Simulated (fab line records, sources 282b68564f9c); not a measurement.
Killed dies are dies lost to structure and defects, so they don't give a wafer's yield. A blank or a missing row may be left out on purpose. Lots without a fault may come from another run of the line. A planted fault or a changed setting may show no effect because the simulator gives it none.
fab line records | flow rit_cmos
record lots=6 wafers=18 last_day=7
route steps=202 shown ACTIVE@10 FOX1@20 FOX2@23 M1@202
lots that met no fault: from a run of the same line without faults
start_h: hours from the record's first day to the start of the lot's first wafer shown | wait_h: hours since the lot's step before | " the same as in the row above | L1.1+2: a row that stands for several wafers | - no value, or no start given | * or withheld: withheld | < > ~ a bound
route shown NAME@n: a module of which the file shows steps, and the number in the route of the first | usual: mean/standard deviation of fault-free wafers | same: alike in all rows | chamber/n: place in a boat | sites: the reading at each site | _std_site: their standard deviation | _edge_site: outer sites' mean less inner sites' | radius_mm: how far each site lies from the wafer's centre | mask NAME#n: copy n | behind: the tool/chamber that last shaped the wafer | hold: why the lot was held/for how many hours/how that ended | device: the transistor (n, p or np) that didn't switch | end of line: the same wafers' tests at the end of the route | a step without rows: its recipe alone | killed: dies lost to structure and defects at the first sort, not the wafer's yield | map: a wafer's dies, x killed, . not, _ none there
set.NAME: the setting as run; set.NAME@STEP: as run at that earlier step | model.NAME: the simulator's own value behind a step, which no gauge read
lots at some steps of the route; a table a step, a row a wafer
services: from which hour (start_h, from the record's first day; less than 0 if before it) a tool's chamber was out of use, for how many hours, and why
## steps
# step RIT_ACTIVE_PEB_09
# recipe resist=NOVOLAK temp_c=withheld time_s=withheld
# step RIT_ACTIVE_DEVELOP_10
# recipe resist=NOVOLAK develop_time_s=50 dev_temp_c=23
# step RIT_ACTIVE_CD_MEAS_11
# recipe target_cd_nm=1400
# usual cd_nm=1400.0/2.2
# columns lot.wafer tool chamber start_h wait_h cd_nm
L548.2 cd_sem-01 - 34.46 - 1398.4
L548.3 " - " " 1398.0
L548.4 " - " " 1397.7
L553.4 cd_sem-02 - 59.52 - 1400.5
L553.5 " - " " 1399.7
L553.6 " - " " 1400.0
L562.3 cd_sem-01 - 107.76 - 1398.8
L562.4 " - " " 1399.7
L562.6 " - " " 1401.1
L563.2 cd_sem-02 - 111.93 - 1396.0
L563.4 " - " " 1394.6
L563.6 " - " " 1395.6
L564.1 cd_sem-02 - 115.42 - 1399.8
L564.2 " - " " 1401.3
L564.3 " - " " 1400.0
L567.1 cd_sem-01 - 129.44 - 1403.7
L567.2 " - " " 1402.8
L567.6 " - " " 1402.2
# step RIT_ACTIVE_HARDBAKE_12
# recipe resist=NOVOLAK temp_c=140 time_s=60
# step RIT_ACTIVE_ETCH_13
# recipe stop_on=SiO2 chemistry=SF6 target=Si3N4 time_s=210 over_etch_frac=0.4 SF6_flow_sccm=200 pressure_mtorr=260 rf_w=125 target_depth_a=2100
# usual drypump_motor_current_A=5.8/0.47 oes_product_au=0.814/0.011 run_length_s=238.3/0.43 throttle_valve_pct=7.42/0.085
# columns lot.wafer tool chamber start_h wait_h drypump_motor_current_A oes_product_au rf_hours_counter_h run_length_s throttle_valve_pct
L548.2 rie_diel-01 3 34.71 0.1 6.1 0.815 119 238.4 7.43
L548.3 " 0 " " 6.2 0.803 147 238.4 7.63
L548.4 " 1 " " 5.2 0.826 26 238.3 7.34
L553.4 rie_diel-01 3 59.73 0.1 6.0 0.808 119 238.6 7.44
L553.5 " 1 " " 5.3 0.816 - 238.7 7.35
L553.6 " 2 " " 5.7 0.819 - 237.6 7.37
L562.3 rie_diel-02 0 107.99 0.1 5.4 0.801 10 237.6 7.35
L562.4 " 0 " " 5.4 0.794 - 238.2 7.33
L562.6 " 2 " " 5.4 0.822 - 238.0 7.47
L563.2 rie_diel-01 0 112.18 0.1 6.2 0.809 148 238.4 7.61
L563.4 " 3 " " 6.1 0.804 120 238.5 7.45
L563.6 " 0 " " 6.2 0.801 - 239.2 7.60
L564.1 rie_diel-03 2 115.69 0.1 5.8 0.815 25 238.5 7.36
L564.2 " 3 " " 5.7 0.797 120 238.6 7.49
L564.3 " 1 " " 6.7 0.820 5 238.4 7.35
L567.1 rie_diel-03 0 129.71 0.1 6.2 0.834 7 237.8 7.44
L567.2 " 1 " " 6.6 0.815 6 238.5 7.33
L567.6 " 2 " " 5.8 0.818 - 237.8 7.35
# step RIT_ACTIVE_STRIP_14
# recipe chemistry=O2 time_s=180 resist=NOVOLAK platen_temp_c=withheld power_w=500 pressure_mtorr=4000 o2_flow_sccm=4000
# usual drypump_motor_current_A=5.5/0.43
# columns lot.wafer tool chamber start_h wait_h drypump_motor_current_A rf_hours_counter_h
L548.2 plasma_asher-03 1 34.84 0.1 5.7 25
L548.3 " 0 " " 6.1 -
L548.4 " 1 " " 5.7 -
L553.4 plasma_asher-03 1 59.92 0.1 5.8 -
L553.5 " 0 " " 6.1 -
L553.6 " 1 " " 5.7 -
L562.3 plasma_asher-04 0 108.19 0.1 5.0 -
L562.4 " 1 " " 5.0 -
L562.6 " 1 " " 5.0 -
L563.2 plasma_asher-02 0 112.31 0.1 5.5 48
L563.4 " 1 " " 5.1 -
L563.6 " 0 " " 5.5 -
L564.1 plasma_asher-03 0 115.82 0.1 6.2 34
L564.2 " 1 " " 5.7 34
L564.3 " 1 " " 5.7 -
L567.1 plasma_asher-04 0 129.84 0.1 5.0 49
L567.2 " 1 " " 4.9 49
L567.6 " 0 " " 5.0 -
# step RIT_ACTIVE_CD_MEAS_90
# recipe target_cd_nm=1400
# usual cd_nm=1400.0/2.2
# columns lot.wafer tool chamber start_h wait_h cd_nm
L548.2 cd_sem-01 - 35.04 0.1 1398.4
L548.3 " - " " 1398.0
L548.4 " - " " 1397.9
L553.4 cd_sem-02 - 60.09 0.1 1400.7
L553.5 " - " " 1399.7
L553.6 " - " " 1399.6
L562.3 cd_sem-01 - 108.34 0.1 1398.5
L562.4 " - " " 1399.3
L562.6 " - " " 1401.1
L563.2 cd_sem-02 - 112.50 0.1 1396.5
L563.4 " - " " 1394.5
L563.6 " - " " 1395.4
L564.1 cd_sem-02 - 116.00 0.1 1399.5
L564.2 " - " " 1401.5
L564.3 " - " " 1400.2
L567.1 cd_sem-02 - 130.02 0.1 1403.7
L567.2 " - " " 1402.6
L567.6 " - " " 1402.5
# step RIT_ACTIVE_CLEAN_15
# recipe chemistry=SC1 mix=3:3:50 time_s=600 temp_c=75
# step RIT_ACTIVE_CLEAN_16
# recipe chemistry=dHF dilution=50:1 time_s=30
# step RIT_ACTIVE_CLEAN_17
# recipe chemistry=SC2 mix=3:3:50 time_s=600 temp_c=75 dry=n2_spin
# step RIT_FOX1_OXIDATION_00
# recipe temp_c=1100 ambient=H2O target_thk_a=3507 p_h2o_torr=720 ox_time_s=1130
# step RIT_FOX1_THK_MEAS_01
# recipe reads=SiO2_of_FOX1_OXIDATION_00
# usual FOX1_OXIDE_THK=349/7
# columns lot.wafer tool chamber start_h wait_h FOX1_OXIDE_THK[nm]
L548.2 film_metro-02 - 36.84 0.0 353
L548.3 " - " " 352
L548.4 " - " " 344
L553.4 film_metro-04 - 61.88 0.0 339
L553.5 " - " " 332
L553.6 " - " " 339
L562.3 film_metro-04 - 111.25 0.0 363
L562.4 " - " " 358
L562.6 " - " " 361
L563.2 film_metro-02 - 115.62 0.0 352
L563.4 " - " " 351
L563.6 " - " " 359
L564.1 film_metro-03 - 118.85 0.0 357
L564.2 " - " " 358
L564.3 " - " " 355
L567.1 film_metro-04 - 133.62 0.0 338
L567.2 " - " " 339
L567.6 " - " " 341
# step RIT_FOX1_WET_ETCH_02
# recipe chemistry=BOE target_depth_nm=350 time_s=390 temp_c=21.5 dry=n2_spin dilution=10:1 target=SiO2
# usual run_length_s=418/4
# columns lot.wafer tool chamber start_h wait_h run_length_s
L548.2 wet_bench-02 1 36.89 0.0 413
L548.3 " 1 " " 413
L548.4 " 1 " " 413
L553.4 wet_bench-01 1 61.91 0.0 416
L553.5 " 1 " " 416
L553.6 " 1 " " 416
L562.3 wet_bench-02 1 111.29 0.0 432
L562.4 " 1 " " 432
L562.6 " 1 " " 432
L563.2 wet_bench-02 0 115.67 0.0 434
L563.4 " 0 " " 434
L563.6 " 0 " " 434
L564.1 wet_bench-01 2 118.91 0.1 417
L564.2 " 2 " " 417
L564.3 " 2 " " 417
L567.1 wet_bench-01 1 133.68 0.1 416
L567.2 " 1 " " 416
L567.6 " 1 " " 416
# step RIT_FOX2_OXIDATION_00
# recipe temp_c=1100 ambient=H2O target_thk_a=3507 p_h2o_torr=720 ox_time_s=1130
# step RIT_M1_PROBE_99
# usual killed_at_front_end=7.1/2.8 killed_dies=7.2/2.8 killed_open=3.5/2 killed_short=3.7/1.9
# same gross_dies=264 killed_at_M0_to_M3=0 killed_at_M4_up=0 killed_at_back_side=0 killed_at_contacts=0 killed_at_other=0
# columns lot.wafer tool chamber start_h wait_h killed_at_front_end killed_dies killed_open killed_short
L548.2 prober-01 - 76.54 0.1 8 8 3 5
L548.3 prober-01 - 76.59 0.2 8 8 6 2
L548.4 prober-01 - 76.64 0.2 8 8 4 4
L553.4 prober-02 - 107.11 0.2 5 5 2 3
L553.5 prober-02 - 107.16 0.2 5 5 1 4
L553.6 prober-02 - 107.21 0.2 5 5 2 3
L562.3 prober-01 - 159.27 0.2 7 7 3 4
L562.4 prober-01 - 159.32 0.2 8 8 4 4
L562.6 prober-01 - 159.42 0.2 3 3 2 1
L563.2 prober-02 - 163.72 0.1 8 8 4 4
L563.4 prober-02 - 163.82 0.2 5 5 3 2
L563.6 prober-02 - 163.92 0.2 12 12 6 6
L564.1 prober-01 - 164.94 0.1 6 6 4 2
L564.2 prober-01 - 164.99 0.1 6 6 0 6
L564.3 prober-01 - 165.04 0.2 12 12 6 6
L567.1 prober-02 - 179.02 0.1 4 4 2 2
L567.2 prober-02 - 179.07 0.1 6 6 4 2
L567.6 prober-02 - 179.27 0.2 4 4 2 2
# killed by level:class
L548.2 FOX2:geometric_particle:open=2 GATE:geometric_particle:short=2 REOX:geometric_particle:short=2 FOX2:geometric_particle:short=1 SPACER:geometric_particle:open=1
L548.3 FOX1:geometric_particle:open=2 GATE:geometric_particle:open=2 FOX1:geometric_particle:short=1 FOX2:geometric_particle:short=1 SPACER:geometric_particle:open=1 SILICIDE:geometric_particle:open=1
L548.4 FOX1:geometric_particle:open=2 FOX1:geometric_particle:short=2 GATE:geometric_particle:short=1 REOX:geometric_particle:open=1 SPACER:geometric_particle:open=1 SILICIDE:geometric_particle:short=1
L553.4 FOX2:geometric_particle:short=2 REOX:geometric_particle:open=1 SPACER:geometric_particle:open=1 SILICIDE:geometric_particle:short=1
L553.5 FOX2:geometric_particle:short=2 FOX2:geometric_particle:open=1 GATE:geometric_particle:short=1 SILICIDE:geometric_particle:short=1
L553.6 FOX2:geometric_particle:short=2 FOX1:geometric_particle:open=1 SPACER:geometric_particle:open=1 SILICIDE:geometric_particle:short=1
L562.3 FOX1:geometric_particle:short=2 GATE:geometric_particle:open=2 GATE:geometric_particle:short=2 REOX:geometric_particle:open=1
L562.4 GATE:geometric_particle:open=4 GATE:geometric_particle:short=3 REOX:geometric_particle:short=1
L562.6 FOX1:geometric_particle:open=2 GATE:geometric_particle:short=1
L563.2 SPACER:geometric_particle:short=3 GATE:geometric_particle:open=2 FOX2:geometric_particle:short=1 REOX:geometric_particle:open=1 SPACER:geometric_particle:open=1
L563.4 FOX1:geometric_particle:short=1 FOX2:geometric_particle:open=1 GATE:geometric_particle:open=1 REOX:geometric_particle:short=1 SPACER:geometric_particle:open=1
L563.6 FOX2:geometric_particle:short=2 GATE:geometric_particle:open=2 GATE:geometric_particle:short=2 REOX:geometric_particle:open=2 SPACER:geometric_particle:short=2 SPACER:geometric_particle:open=2
L564.1 FOX2:geometric_particle:open=2 GATE:geometric_particle:short=2 REOX:geometric_particle:open=2
L564.2 GATE:geometric_particle:short=2 FOX1:geometric_particle:short=1 FOX2:geometric_particle:short=1 SPACER:geometric_particle:short=1 SILICIDE:geometric_particle:short=1
L564.3 GATE:geometric_particle:short=4 REOX:geometric_particle:short=2 SILICIDE:geometric_particle:open=2 FOX2:geometric_particle:open=1 GATE:geometric_particle:open=1 REOX:geometric_particle:open=1 SPACER:geometric_particle:open=1
L567.1 FOX1:geometric_particle:short=2 GATE:geometric_particle:open=1 SILICIDE:geometric_particle:open=1
L567.2 FOX1:geometric_particle:short=2 GATE:geometric_particle:open=2 REOX:geometric_particle:open=2
L567.6 GATE:geometric_particle:short=2 FOX1:geometric_particle:open=1 SILICIDE:geometric_particle:open=1
## services
# columns tool chamber start_h hours kind
rie_diel-02 1 21.34 2.6 repair
rie_diel-01 - 51.72 2.2 repair
rie_diel-03 - 59.64 14.6 pm
rie_diel-03 0 90.94 21.9 repair
rie_diel-03 1 100.13 4.4 repair
rie_diel-02 3 105.79 8.8 repair
rie_diel-03 2 109.74 5.4 repair
rie_diel-03 0 113.59 2.4 repair
plasma_asher-02 - 119.68 1.4 repair
wet_bench-01 - 123.79 3.6 repair
## key
first_sign step=RIT_FOX1_WET_ETCH_02 reading=run_length_s direction=up sigmas=3.7 usual=* struck=*
effect none on later readings
met_at RIT_FOX1_WET_ETCH_02
struck_wafers L562.3,L562.4,L562.6,L563.2,L563.4,L563.6
tester_left_out L562,L563
onset_between 36.89 111.29
fault kind=process_parameter_drift tool=wet_bench-02 chamber=- onset_h=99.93 steps=RIT_FOX1_WET_ETCH_02 channel=time_s offset=* shape=step end_h=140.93 acts_in=* stated=*
# tester_left_out: of these lots the tester's yield and bins aren't shown, on N5 and GAA mostly nor the transistor test; their killed dies are dies lost to structure and defects alone, not to doping, threshold or leakage, so they don't give the yield
